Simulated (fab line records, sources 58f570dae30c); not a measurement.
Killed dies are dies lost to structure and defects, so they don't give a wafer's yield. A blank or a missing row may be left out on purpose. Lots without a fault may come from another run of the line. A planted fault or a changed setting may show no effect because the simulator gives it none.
Chamber matching | flow berkeley_cmos170 | UCB170_PWELL_ETCH_14 on rie_diel-01: 4 sister chambers
The step etches Si3N4 in CH3F/Ar/O2, stops on SiO2, target depth 242 nm, time 151 s. 4 wafers are shown with their chamber, then 7 later ones without.

WAFERS WITH THEIR CHAMBER
wafer  | chamber | drypump_motor_current_A (A)
L295.4 | 1       | 5.4
L295.6 | 3       | 5.8
L305.3 | 2       | 6.5
L305.5 | 0       | 5.4

WAFERS WITHOUT THEIR CHAMBER
wafer  | drypump_motor_current_A (A)
L305.6 | 5.8
L306.2 | 5.4
L306.4 | 5.5
L306.6 | 5.4
L313.2 | 5.4
L313.5 | 5.4
L313.6 | 5.4

WHICH CHAMBER EACH WENT THROUGH
wafer  | from the rows above     | in truth
L305.6 | 3                       | 3
L306.2 | can't be placed: 0 or 1 | 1
L306.4 | can't be placed: 0 or 1 | 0
L306.6 | can't be placed: 0 or 1 | 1
L313.2 | can't be placed: 0 or 1 | 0
L313.5 | can't be placed: 0 or 1 | 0
L313.6 | can't be placed: 0 or 1 | 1
Placed correctly: 1 of 7. Can't be placed from these rows: 6 (the true chamber is among the candidates in 6). Placed wrongly: 0.
How it was worked out, from the rows above alone: a wafer's distance from a chamber is the root of the sum, over the readings, of the square of ((its reading less the chamber's mean) divided by the reading's scatter). The wafer belongs to the nearest chamber; if the next one is less than 2 further off, it can't be placed. A chamber's mean is the mean of its shown wafers. The scatter: with one shown wafer a chamber, the root of the mean of the squares of how far each hidden wafer lies from its nearest shown one.
